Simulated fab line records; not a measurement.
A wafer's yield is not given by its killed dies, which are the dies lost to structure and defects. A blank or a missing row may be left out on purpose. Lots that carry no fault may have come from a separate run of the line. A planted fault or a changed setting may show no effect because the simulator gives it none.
fab line records	flow berkeley_cmos170	part 1 of 2: steps 1 to 33 of 48
[record] lots = 5	wafers = 15	last_day = 10
route steps=331 shown NWELL@15 PWELL@34 WELLDRIVE@55 ACTIVE@60
lots with no fault: from the same line, run without faults
start_h: hours from the record's first day to the start of the lot's first wafer shown	wait_h: hours from the lot's prior step to this one	" the same as in the row above	L1.1+2: several wafers, shown together as one row	- no value present, or no start provided	* or withheld: withheld	< > ~ a bound
route shown NAME@n: NAME is a module with steps in the file, n the number in the route of the first one	usual: the fault-free wafers' mean and standard deviation	same: alike in all rows	chamber/n: place in a boat	sites: the reading at each site	_std_site: standard deviation across them	_edge_site: inner sites' mean taken away from outer sites' mean	radius_mm: for every site, how far away it sits from the centre of the wafer	mask NAME#n: copy n	behind: the last tool/chamber to shape the wafer	hold: why the lot went on hold/how many hours it stayed there/how the hold came to an end	device: names the non-switching transistor (n, p or np)	end of line: the tests these same wafers got at the end of their route	for a step that has no rows: nothing shown but its recipe	killed: the dies lost at the first sort to structure and to defects; this is not the yield of the wafer	map: dies across one wafer; x = killed, . = not, _ = none there
set.NAME: setting as actually run; set.NAME@STEP: the setting as run at that earlier step	model.NAME: the simulator's own value behind a step, which no gauge read
a table for each step, a row for each wafer; lots at some steps of the route
services: from which hour (start_h, from the record's first day; less than 0 if before it) a tool's chamber was out of use, for how many hours, and why
[[steps]]
[step UCB170_NWELL_OXIDATION_01]
[recipe] temp_c = 1000	ambient = O2	target_thk_a = 264	ox_time_s = 1260
lot.wafer	tool	chamber	start_h	wait_h
L076.2+4+6	furnace-01	0	30.34	0.4
L082.1+2+6	furnace-02	0	64.60	2.6
L083.4+5+6	furnace-03	0	70.85	5.5
L087.1+2+4	furnace-03	0	91.22	3.8
L089.2+4+6	furnace-03	0	95.57	0.3
[step UCB170_NWELL_THK_MEAS_02]
[recipe] reads = SiO2_of_NWELL_OXIDATION_01
[usual] NWELL_OXIDE_THK = 26.2/0.56
lot.wafer	tool	chamber	start_h	wait_h	NWELL_OXIDE_THK[nm]
L076.2	film_metro-02	-	31.70	0.0	25.6
L076.4	"	-	"	"	25.7
L076.6	"	-	"	"	25.5
L082.1	film_metro-04	-	65.95	0.0	26.5
L082.2	"	-	"	"	26.4
L082.6	"	-	"	"	26.4
L083.4	film_metro-02	-	72.23	0.0	26.6
L083.5	"	-	"	"	26.5
L083.6	"	-	"	"	26.1
L087.1	film_metro-04	-	92.57	0.0	26.4
L087.2	"	-	"	"	26.4
L087.4	"	-	"	"	26.1
L089.2	film_metro-01	-	96.93	0.0	26.5
L089.4	"	-	"	"	26.3
L089.6	"	-	"	"	26.6
[step UCB170_NWELL_ANNEAL_03]
[recipe] temp_c = 1000	time_s = 900	ambient = N2
lot.wafer	tool	chamber	start_h	wait_h
L076.2+4+6	furnace-02	0	35.39	3.7
L082.1+2+6	furnace-01	0	70.58	4.6
L083.4+5+6	furnace-02	0	76.72	4.5
L087.1+2+4	furnace-01	0	94.13	1.6
L089.2+4+6	furnace-02	0	100.25	3.3
[step UCB170_NWELL_CVD_04]
[recipe] material = Si3N4	target_thk_nm = 224	temp_c = 800	precursor = SiH2Cl2/NH3	time_s = 3360	pressure_mtorr = 200	sih2cl2_flow_sccm = 25	nh3_flow_sccm = 75
[usual] susceptor_temp_C = 799.9/0.35
lot.wafer	tool	chamber	start_h	wait_h	susceptor_temp_C
L076.2	lpcvd-02	1	36.64	0.0	799.5
L076.4	"	1	"	"	799.7
L076.6	"	1	"	"	799.3
L082.1	lpcvd-01	1	71.83	0.0	799.5
L082.2	"	1	"	"	799.6
L082.6	"	1	"	"	800.3
L083.4	lpcvd-02	0	77.97	0.0	800.2
L083.5	"	0	"	"	799.9
L083.6	"	0	"	"	799.9
L087.1	lpcvd-02	1	98.44	3.1	799.9
L087.2	"	1	"	"	800.3
L087.4	"	1	"	"	800.5
L089.2	lpcvd-02	1	101.50	0.0	799.9
L089.4	"	1	"	"	800.0
L089.6	"	1	"	"	800.1
[step UCB170_NWELL_THK_MEAS_05]
[recipe] reads = Si3N4_of_NWELL_CVD_04
[usual] NWELL_NITRIDE_THK = 225.6/1.9
lot.wafer	tool	chamber	start_h	wait_h	NWELL_NITRIDE_THK[nm]
L076.2	film_metro-04	-	39.55	0.0	224.6
L076.4	"	-	"	"	225.1
L076.6	"	-	"	"	223.9
L082.1	film_metro-04	-	74.73	0.0	227.2
L082.2	"	-	"	"	226.8
L082.6	"	-	"	"	228.6
L083.4	film_metro-01	-	79.93	0.0	225.0
L083.5	"	-	"	"	224.9
L083.6	"	-	"	"	225.3
L087.1	film_metro-04	-	101.34	0.0	225.1
L087.2	"	-	"	"	226.8
L087.4	"	-	"	"	227.4
L089.2	film_metro-02	-	104.41	0.0	223.3
L089.4	"	-	"	"	224.8
L089.6	"	-	"	"	224.7
[step UCB170_NWELL_HMDS_06]
[recipe] prime_time_s = 60	prime_temp_c = 100
lot.wafer	tool	chamber	start_h	wait_h
L076.2+4+6	litho_track-03	0	39.76	0.2
L082.1+2+6	litho_track-01	0	74.95	0.2
L083.4+5+6	litho_track-02	0	80.34	0.4
L087.1+2+4	litho_track-01	0	101.68	0.3
L089.2+4+6	litho_track-02	0	104.62	0.2
[step UCB170_NWELL_COAT_07]
[recipe] resist = KrF	spin_rpm = 1500	resist_thk_nm = 900
[usual] spin_speed_rpm = 1500.1/0.88
lot.wafer	tool	chamber	start_h	wait_h	spin_speed_rpm
L076.2	litho_track-03	0	39.91	0.1	1498.0
L076.4	"	0	"	"	1500.3
L076.6	"	0	"	"	1500.5
L082.1	litho_track-01	0	75.10	0.1	1500.1
L082.2	"	0	"	"	1501.2
L082.6	"	0	"	"	1501.4
L083.4	litho_track-02	0	80.49	0.1	1499.0
L083.5	"	0	"	"	1499.7
L083.6	"	0	"	"	1499.6
L087.1	litho_track-01	0	101.83	0.1	1500.2
L087.2	"	0	"	"	1502.0
L087.4	"	0	"	"	1501.4
L089.2	litho_track-02	0	104.77	0.1	1499.3
L089.4	"	0	"	"	1498.6
L089.6	"	0	"	"	1499.8
[step UCB170_NWELL_SOFTBAKE_08]
[recipe] resist = KrF	temp_c = 130	time_s = 60
lot.wafer	tool	chamber	start_h	wait_h
L076.2+4+6	litho_track-03	0	40.06	0.1
L082.1+2+6	litho_track-01	0	75.25	0.1
L083.4+5+6	litho_track-02	0	80.64	0.1
L087.1+2+4	litho_track-01	0	101.98	0.1
L089.2+4+6	litho_track-02	0	104.92	0.1
[step UCB170_NWELL_EXPOSE_09]
[recipe] mask_id = NWELL	target_cd_nm = 3000	na = 0.5	sigma_outer = 0.6	source_shape = conventional	dose_mj = 25
[same] sigma_outer = 0.6
lot.wafer	tool	chamber	start_h	wait_h	mask
L076.2+4+6	krf_scanner-02	0	40.21	0.1	NWELL#0
L082.1+2+6	krf_scanner-01	0	75.53	0.2	NWELL#0
L083.4+5+6	krf_scanner-02	0	80.90	0.2	NWELL#0
L087.1+2+4	krf_scanner-02	0	102.26	0.2	NWELL#0
L089.2+4+6	krf_scanner-01	0	105.21	0.3	NWELL#0
[step UCB170_NWELL_PEB_10]
[recipe] peb_temp_c = 129.5	peb_time_s = withheld	resist = KrF
lot.wafer	tool	chamber	start_h	wait_h
L076.2+4+6	litho_track-03	0	40.33	0.1
L082.1+2+6	litho_track-02	0	75.83	0.3
L083.4+5+6	litho_track-01	0	81.03	0.1
L087.1+2+4	litho_track-03	0	102.37	0.1
L089.2+4+6	litho_track-02	0	105.52	0.3
[step UCB170_NWELL_DEVELOP_11]
[recipe] developer = TMAH	develop_time_s = 45	resist = KrF	dev_temp_c = 21
lot.wafer	tool	chamber	start_h	wait_h
L076.2+4+6	litho_track-03	0	-	-
L082.1+2+6	litho_track-02	0	-	-
L083.4+5+6	litho_track-01	0	-	-
L087.1+2+4	litho_track-03	0	-	-
L089.2+4+6	litho_track-02	0	-	-
[step UCB170_NWELL_OVL_MEAS_12]
[usual] NWELL_OVL = -2/5.1
lot.wafer	tool	chamber	start_h	wait_h	NWELL_OVL[nm]
L076.2	overlay-02	-	40.59	-	-8
L076.4	"	-	"	"	-14
L076.6	"	-	"	"	-5
L082.1	overlay-02	-	76.10	-	2
L082.2	"	-	"	"	-5
L082.6	"	-	"	"	-5
L083.4	overlay-02	-	81.25	-	-8
L083.5	"	-	"	"	-2
L083.6	"	-	"	"	-4
L087.1	overlay-01	-	102.65	-	1
L087.2	"	-	"	"	-1
L087.4	"	-	"	"	-2
L089.2	overlay-01	-	105.77	-	-1
L089.4	"	-	"	"	-2
L089.6	"	-	"	"	-3
[step UCB170_NWELL_ETCH_13]
[recipe] chemistry = CH3F/Ar/O2	target = Si3N4	stop_on = SiO2	CH3F_flow_sccm = 20	Ar_flow_sccm = 50	O2_flow_sccm = 7	pressure_mtorr = 50	rf_w = 450	target_depth_a = 2464	over_etch_frac = 0.1	time_s = 154
[usual] CH3F_flow_sccm = 20.01/0.066	drypump_motor_current_A = 5.9/0.49	oes_product_au = 0.956/0.012	throttle_valve_pct = 8.12/0.16
lot.wafer	tool	chamber	start_h	wait_h	CH3F_flow_sccm	drypump_motor_current_A	oes_product_au	rf_hours_counter_h	throttle_valve_pct
L076.2	rie_diel-03	1	40.62	0.0	20.11	5.2	0.959	9	8.31
L076.4	"	2	"	"	20.06	6.6	0.950	59	8.23
L076.6	"	3	"	"	20.06	6.1	0.952	-	7.80
L082.1	rie_diel-04	0	76.14	0.0	19.84	5.5	0.960	13	8.16
L082.2	"	3	"	"	20.05	5.4	0.970	19	8.08
L082.6	"	0	"	"	19.88	5.5	0.960	-	8.16
L083.4	rie_diel-03	3	81.27	0.0	19.98	6.1	0.959	107	7.81
L083.5	"	2	"	"	19.96	6.6	0.957	-	8.26
L083.6	"	3	"	"	20.00	6.1	0.957	-	7.81
L087.1	rie_diel-03	2	102.69	0.0	19.98	6.6	0.953	62	8.24
L087.2	"	3	"	"	19.96	6.1	0.966	109	7.79
L087.4	"	0	"	"	19.97	6.2	0.980	146	8.19
L089.2	rie_diel-03	2	105.80	0.0	19.90	6.6	0.940	63	8.25
L089.4	"	1	"	"	20.08	5.2	0.965	13	8.31
L089.6	"	3	"	"	20.08	6.1	0.956	-	7.79
[step UCB170_NWELL_IMPLANT_14]
[recipe] species = P	dose_cm2 = 1e+13	energy_kev = 150	tilt_deg = 7
lot.wafer	tool	chamber	start_h	wait_h
L076.2+4+6	implanter-03	0	40.74	0.1
L082.1+2+6	implanter-02	0	76.24	0.1
L083.4+5+6	implanter-02	0	81.45	0.1
L087.1+2+4	implanter-01	0	102.79	0.1
L089.2+4+6	implanter-01	0	105.93	0.1
[step UCB170_NWELL_STRIP_15]
[recipe] chemistry = O2	power_w = 400	pressure_mtorr = 3500	platen_temp_c = withheld	o2_flow_sccm = 400	overash_fraction = 0.5
[usual] drypump_motor_current_A = 5.6/0.56	oes_product_au = 0.722/0.0047	strip_time_to_endpoint_s = 18.01/0.09
lot.wafer	tool	chamber	start_h	wait_h	drypump_motor_current_A	oes_product_au	rf_hours_counter_h	strip_time_to_endpoint_s
L076.2	plasma_asher-02	1	40.87	0.1	6.2	0.724	30	18.13
L076.4	"	1	"	"	6.2	0.729	-	18.13
L076.6	"	0	"	"	5.8	0.730	-	18.07
L082.1	plasma_asher-03	1	76.39	0.1	5.6	0.721	25	17.92
L082.2	"	0	"	"	6.1	0.728	25	17.87
L082.6	"	1	"	"	5.6	0.726	-	17.92
L083.4	plasma_asher-03	1	81.56	0.1	5.6	0.725	-	17.97
L083.5	"	0	"	"	6.1	0.728	-	18.01
L083.6	"	1	"	"	5.6	0.717	-	18.10
L087.1	plasma_asher-04	0	102.94	0.1	4.6	0.721	38	17.92
L087.2	"	1	"	"	5.2	0.723	38	17.97
L087.4	"	1	"	"	5.3	0.718	-	17.95
L089.2	plasma_asher-03	0	106.05	0.1	6.1	0.717	29	18.03
L089.4	"	0	"	"	6.1	0.718	-	18.04
L089.6	"	0	"	"	6.1	0.714	-	18.00
[step UCB170_NWELL_TW_MEAS_16]
[usual] NWELL_TW = 1239/12
lot.wafer	tool	chamber	start_h	wait_h	NWELL_TW
L076.2	film_metro-04	-	40.98	0.1	1253
L076.4	"	-	"	"	1259
L076.6	"	-	"	"	1258
L082.1	film_metro-02	-	76.49	0.1	1234
L082.2	"	-	"	"	1235
L082.6	"	-	"	"	1230
L083.4	film_metro-02	-	81.65	0.1	1234
L083.5	"	-	"	"	1228
L083.6	"	-	"	"	1227
L087.1	film_metro-02	-	103.04	0.1	1234
L087.2	"	-	"	"	1228
L087.4	"	-	"	"	1233
L089.2	film_metro-04	-	106.18	0.1	1246
L089.4	"	-	"	"	1245
L089.6	"	-	"	"	1248
[step UCB170_NWELL_CLEAN_17]
[recipe] chemistry = SPM	temp_c = 120	time_s = 600
lot.wafer	tool	chamber	start_h	wait_h
L076.2+4+6	wet_bench-03	0	41.03	0.0
L082.1+2+6	wet_bench-03	0	76.55	0.1
L083.4+5+6	wet_bench-03	0	81.68	0.0
L087.1+2+4	wet_bench-03	2	103.15	0.1
L089.2+4+6	wet_bench-02	1	106.23	0.0
[step UCB170_NWELL_WET_ETCH_18]
[recipe] chemistry = H3PO4	target = Si3N4	temp_c = 160	time_s = 14400
lot.wafer	tool	chamber	start_h	wait_h
L076.2+4+6	wet_bench-03	3	41.55	0.3
L082.1+2+6	wet_bench-04	3	76.72	0.0
L083.4+5+6	wet_bench-03	0	81.87	0.0
L087.1+2+4	wet_bench-03	3	103.32	0.0
L089.2+4+6	wet_bench-04	2	106.40	0.0
[step UCB170_NWELL_WET_ETCH_19]
[recipe] chemistry = BOE	dilution = 5:1	target = SiO2	temp_c = 25	time_s = 22
lot.wafer	tool	chamber	start_h	wait_h
L076.2+4+6	wet_bench-04	0	45.56	0.0
L082.1+2+6	wet_bench-04	1	84.74	0.0
L083.4+5+6	wet_bench-03	2	85.88	0.0
L087.1+2+4	wet_bench-02	2	107.33	0.0
L089.2+4+6	wet_bench-02	2	114.42	0.0
[step UCB170_PWELL_CLEAN_00]
[recipe] chemistry = SPM	temp_c = 120	time_s = 600
lot.wafer	tool	chamber	start_h	wait_h
L076.2+4+6	wet_bench-04	0	45.58	0.0
L082.1+2+6	wet_bench-04	3	84.77	0.0
L083.4+5+6	wet_bench-04	1	85.94	0.0
L087.1+2+4	wet_bench-03	0	107.34	0.0
L089.2+4+6	wet_bench-03	1	114.43	0.0
[step UCB170_PWELL_CLEAN_01]
[recipe] chemistry = dHF	dilution = 25:1	time_s = 60
lot.wafer	tool	chamber	start_h	wait_h
L076.2+4+6	wet_bench-03	1	45.75	0.0
L082.1+2+6	wet_bench-04	3	85.12	0.0
L083.4+5+6	wet_bench-04	1	86.34	0.1
L087.1+2+4	wet_bench-02	1	107.52	0.0
L089.2+4+6	wet_bench-04	2	114.72	0.1
[step UCB170_PWELL_OXIDATION_02]
[recipe] temp_c = 1000	ambient = O2	target_thk_a = 264	ox_time_s = 1260
lot.wafer	tool	chamber	start_h	wait_h
L076.2+4+6	furnace-01	0	48.82	3.0
L082.1+2+6	furnace-02	0	89.05	3.9
L083.4+5+6	furnace-02	0	89.05	2.7
L087.1+2+4	furnace-02	0	108.52	1.0
L089.2+4+6	furnace-02	0	116.79	2.0
[step UCB170_PWELL_THK_MEAS_03]
[recipe] reads = SiO2_of_PWELL_OXIDATION_02
[usual] PWELL_OXIDE_THK = 26.5/0.48
lot.wafer	tool	chamber	start_h	wait_h	PWELL_OXIDE_THK[nm]
L076.2	film_metro-01	-	50.18	0.0	27.1
L076.4	"	-	"	"	27.0
L076.6	"	-	"	"	26.2
L082.1	film_metro-04	-	90.40	0.0	26.3
L082.2	"	-	"	"	26.0
L082.6	"	-	"	"	26.2
L083.4	film_metro-01	-	90.43	0.0	26.8
L083.5	"	-	"	"	26.3
L083.6	"	-	"	"	26.9
L087.1	film_metro-04	-	109.89	0.0	26.5
L087.2	"	-	"	"	26.8
L087.4	"	-	"	"	26.5
L089.2	film_metro-03	-	118.15	0.0	26.4
L089.4	"	-	"	"	27.0
L089.6	"	-	"	"	26.8
[step UCB170_PWELL_ANNEAL_04]
[recipe] temp_c = 1000	time_s = 900	ambient = N2
lot.wafer	tool	chamber	start_h	wait_h
L076.2+4+6	furnace-01	0	52.84	2.6
L082.1+2+6	furnace-01	0	92.88	2.5
L083.4+5+6	furnace-01	0	92.88	2.4
L087.1+2+4	furnace-02	0	112.79	2.9
L089.2+4+6	furnace-02	0	119.64	1.5
[step UCB170_PWELL_CVD_05]
[recipe] material = Si3N4	target_thk_nm = 220	temp_c = 800	precursor = SiH2Cl2/NH3	time_s = 3300	pressure_mtorr = 200	sih2cl2_flow_sccm = 25	nh3_flow_sccm = 75
[usual] susceptor_temp_C = 800.0/0.39
lot.wafer	tool	chamber	start_h	wait_h	susceptor_temp_C
L076.2	lpcvd-01	1	54.09	0.0	799.8
L076.4	"	1	"	"	799.6
L076.6	"	1	"	"	799.1
L082.1	lpcvd-01	1	94.82	0.7	799.6
L082.2	"	1	"	"	799.8
L082.6	"	1	"	"	800.6
L083.4	lpcvd-01	0	94.82	0.7	799.8
L083.5	"	0	"	"	800.1
L083.6	"	0	"	"	799.8
L087.1	lpcvd-02	1	114.04	0.0	799.6
L087.2	"	1	"	"	799.6
L087.4	"	1	"	"	799.8
L089.2	lpcvd-02	1	120.89	0.0	800.0
L089.4	"	1	"	"	799.5
L089.6	"	1	"	"	800.0
[step UCB170_PWELL_THK_MEAS_06]
[recipe] reads = Si3N4_of_PWELL_CVD_05
[usual] PWELL_NITRIDE_THK = 221.3/1.6
lot.wafer	tool	chamber	start_h	wait_h	PWELL_NITRIDE_THK[nm]
L076.2	film_metro-04	-	56.01	0.0	220.6
L076.4	"	-	"	"	224.0
L076.6	"	-	"	"	223.3
L082.1	film_metro-01	-	96.73	0.0	219.5
L082.2	"	-	"	"	218.8
L082.6	"	-	"	"	219.4
L083.4	film_metro-04	-	96.76	0.0	221.2
L083.5	"	-	"	"	222.2
L083.6	"	-	"	"	221.1
L087.1	film_metro-01	-	115.96	0.0	224.6
L087.2	"	-	"	"	224.0
L087.4	"	-	"	"	225.7
L089.2	film_metro-01	-	122.88	0.1	220.7
L089.4	"	-	"	"	220.5
L089.6	"	-	"	"	220.0
[step UCB170_PWELL_HMDS_07]
[recipe] prime_time_s = 60	prime_temp_c = 100
lot.wafer	tool	chamber	start_h	wait_h
L076.2+4+6	litho_track-01	0	56.09	0.1
L082.1+2+6	litho_track-03	0	96.79	0.1
L083.4+5+6	litho_track-01	0	96.87	0.1
L087.1+2+4	litho_track-01	0	116.87	0.9
L089.2+4+6	litho_track-04	0	123.34	0.5
[step UCB170_PWELL_COAT_08]
[recipe] resist = KrF	spin_rpm = 1500	resist_thk_nm = 900
[usual] spin_speed_rpm = 1500.1/0.94
lot.wafer	tool	chamber	start_h	wait_h	spin_speed_rpm
L076.2	litho_track-01	0	56.24	0.1	1500.2
L076.4	"	0	"	"	1499.9
L076.6	"	0	"	"	1500.0
L082.1	litho_track-03	0	96.94	0.1	1499.9
L082.2	"	0	"	"	1500.1
L082.6	"	0	"	"	1502.0
L083.4	litho_track-01	0	97.02	0.1	1500.1
L083.5	"	0	"	"	1502.1
L083.6	"	0	"	"	1499.2
L087.1	litho_track-01	0	117.02	0.1	1500.0
L087.2	"	0	"	"	1500.7
L087.4	"	0	"	"	1500.9
L089.2	litho_track-04	0	123.49	0.1	1500.7
L089.4	"	0	"	"	1500.0
L089.6	"	0	"	"	1501.1
[step UCB170_PWELL_SOFTBAKE_09]
[recipe] resist = KrF	temp_c = 130	time_s = 60
lot.wafer	tool	chamber	start_h	wait_h
L076.2+4+6	litho_track-01	0	56.39	0.1
L082.1+2+6	litho_track-03	0	97.09	0.1
L083.4+5+6	litho_track-01	0	97.17	0.1
L087.1+2+4	litho_track-01	0	117.17	0.1
L089.2+4+6	litho_track-04	0	123.64	0.1
[step UCB170_PWELL_EXPOSE_10]
[recipe] mask_id = PWELL	target_cd_nm = 3000	na = 0.5	sigma_outer = 0.6	source_shape = conventional	dose_mj = 19
[same] sigma_outer = 0.6
lot.wafer	tool	chamber	start_h	wait_h	mask
L076.2+4+6	krf_scanner-01	0	56.53	0.1	PWELL#0
L083.4+5+6	krf_scanner-01	0	97.37	0.2	PWELL#0
L082.1+2+6	krf_scanner-01	0	97.42	0.3	PWELL#0
L087.1+2+4	krf_scanner-02	0	117.44	0.2	PWELL#0
L089.2+4+6	krf_scanner-02	0	123.79	0.1	PWELL#0
[step UCB170_PWELL_PEB_11]
[recipe] peb_temp_c = 130	peb_time_s = withheld	resist = KrF
lot.wafer	tool	chamber	start_h	wait_h
L076.2+4+6	litho_track-03	0	56.65	0.1
L083.4+5+6	litho_track-04	0	97.50	0.1
L082.1+2+6	litho_track-01	0	97.54	0.1
L087.1+2+4	litho_track-03	0	118.19	0.7
L089.2+4+6	litho_track-04	0	124.52	0.7
[step UCB170_PWELL_DEVELOP_12]
[recipe] developer = TMAH	develop_time_s = 45	resist = KrF	dev_temp_c = 21
lot.wafer	tool	chamber	start_h	wait_h
L076.2+4+6	litho_track-03	0	-	-
L083.4+5+6	litho_track-04	0	-	-
L082.1+2+6	litho_track-01	0	-	-
L087.1+2+4	litho_track-03	0	-	-
L089.2+4+6	litho_track-04	0	-	-
[step UCB170_PWELL_OVL_MEAS_13]
[usual] PWELL_OVL = 3/5.7
lot.wafer	tool	chamber	start_h	wait_h	PWELL_OVL[nm]
L076.2	overlay-01	-	56.91	-	-7
L076.4	"	-	"	"	-1
L076.6	"	-	"	"	-1
L083.4	overlay-02	-	97.72	-	3
L083.5	"	-	"	"	-9
L083.6	"	-	"	"	-7
L082.1	overlay-02	-	97.82	-	-3
L082.2	"	-	"	"	1
L082.6	"	-	"	"	-2
L087.1	overlay-01	-	118.46	-	4
L087.2	"	-	"	"	8
L087.4	"	-	"	"	8
L089.2	overlay-01	-	124.77	-	4
L089.4	"	-	"	"	1
L089.6	"	-	"	"	3
